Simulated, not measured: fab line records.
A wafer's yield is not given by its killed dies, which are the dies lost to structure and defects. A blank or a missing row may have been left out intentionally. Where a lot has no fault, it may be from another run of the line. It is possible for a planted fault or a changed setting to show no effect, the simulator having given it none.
Which of the tools did it? :: flow berkeley cmos170 :: Sampling: 13 lots, 39 wafers, 2 of 331 route steps

WHAT THE GAUGES SHOWED, per wafer
UCB170_GATE_THK_MEAS_05. Usual: GATE_POLY_THK gives 212.5 nm (standard deviation 2.2).
lot: L875
measured: day 7 06:51
on: film metro-04
GATE_POLY_THK (nm): 207.6 205.8 207.7
flag: 

lot: L876
measured: day 7 06:51
on: film metro-03
GATE_POLY_THK (nm): 212.8 214.1 211.4
flag: 

lot: L877
measured: day 8 07:23
on: film metro-04
GATE_POLY_THK (nm): 209.0 209.0 210.3
flag: 

lot: L879
measured: day 8 07:23
on: film metro-02
GATE_POLY_THK (nm): 214.5 215.5 215.2
flag: 

lot: L882
measured: day 8 07:23
on: film metro-03
GATE_POLY_THK (nm): 212.4 213.6 214.4
flag: 

lot: L884
measured: day 8 07:25
on: film metro-02
GATE_POLY_THK (nm): 210.9 210.0 209.8
flag: 

lot: L880
measured: day 8 07:29
on: film metro-03
GATE_POLY_THK (nm): 211.3 211.8 212.7
flag: 

lot: L878
measured: day 8 07:29
on: film metro-02
GATE_POLY_THK (nm): 210.2 212.7 211.1
flag: 

lot: L889
measured: day 9 14:22
on: film metro-02
GATE_POLY_THK (nm): 213.5 213.2 213.8
flag: 

lot: L891
measured: day 10 02:51
on: film metro-04
GATE_POLY_THK (nm): 214.8 214.7 213.7
flag: 

lot: L896
measured: day 11 07:43
on: film metro-03
GATE_POLY_THK (nm): 217.5 216.1 215.3
flag: 

lot: L897
measured: day 11 07:43
on: film metro-02
GATE_POLY_THK (nm): 215.0 213.0 211.9
flag: 

lot: L893
measured: day 11 07:47
on: film metro-03
GATE_POLY_THK (nm): 214.2 213.8 212.1
flag: 

UCB170_GATE_CD_MEAS_12 targets a cd of 350 nm. Usual: cd nm at 350.0 nm, with a standard deviation of 1.2.
lot: L875
measured: day 7 07:55
on: cd sem-02
cd nm (nm): 349.7 350.4 350.1
flag: 

lot: L876
measured: day 7 08:24
on: cd sem-01
cd nm (nm): 350.7 351.7 351.1
flag: 

lot: L877
measured: day 8 09:21
on: cd sem-02
cd nm (nm): 349.3 349.2 349.6
flag: 

lot: L879
measured: day 8 09:05
on: cd sem-02
cd nm (nm): 348.5 348.9 348.5
flag: 

lot: L882
measured: day 8 09:14
on: cd sem-02
cd nm (nm): 350.5 348.7 349.4
flag: 

lot: L884
measured: day 8 09:33
on: cd sem-02
cd nm (nm): 348.1 347.4 348.1
flag: 

lot: L880
measured: day 8 10:38
on: cd sem-02
cd nm (nm): 348.1 349.1 347.4
flag: 

lot: L878
measured: day 8 10:10
on: cd sem-02
cd nm (nm): 351.2 352.2 352.6
flag: 

lot: L889
measured: day 9 15:38
on: cd sem-01
cd nm (nm): 348.4 348.8 349.1
flag: 

lot: L891
measured: day 10 04:47
on: cd sem-01
cd nm (nm): 350.2 348.5 349.8
flag: 

lot: L896
measured: day 11 09:20
on: cd sem-02
cd nm (nm): 348.6 350.1 349.6
flag: 

lot: L897
measured: day 11 09:14
on: cd sem-01
cd nm (nm): 350.0 349.8 348.8
flag: 

lot: L893
measured: day 11 09:58
on: cd sem-02
cd nm (nm): 349.4 349.4 349.6
flag: 

TOOL THAT RAN EACH LOT (tool first, then ch and the chambers of the sampled wafers, then the start)
No process step before these readings appears in the record.

WHAT THE TOOLS THEMSELVES READ (means of the sampled wafers that have a number; where no wafer has one, the mark that the record gives instead)
The record holds no such reading with a usual standard deviation.

THE ANSWER, worked out from the rows above alone
Rule: take the mean of a lot's wafers that have a number; if it is more than 3 standard deviations from the usual mean, the lot is off. A lot without any number at a reading at which 4 lots or more have one is off too. Any other lot the step has rows for is counted as sound. First the gauges in route order, then the tools' own readings, where a lot's mean is used as printed above. At the first step where some lot is off, the reading lying furthest off is the one used; lots without a number count as furthest.
Across all readings shown, no lot is off: no conclusion can be drawn from this.

WHAT THE SIMULATOR HAD PUT IN
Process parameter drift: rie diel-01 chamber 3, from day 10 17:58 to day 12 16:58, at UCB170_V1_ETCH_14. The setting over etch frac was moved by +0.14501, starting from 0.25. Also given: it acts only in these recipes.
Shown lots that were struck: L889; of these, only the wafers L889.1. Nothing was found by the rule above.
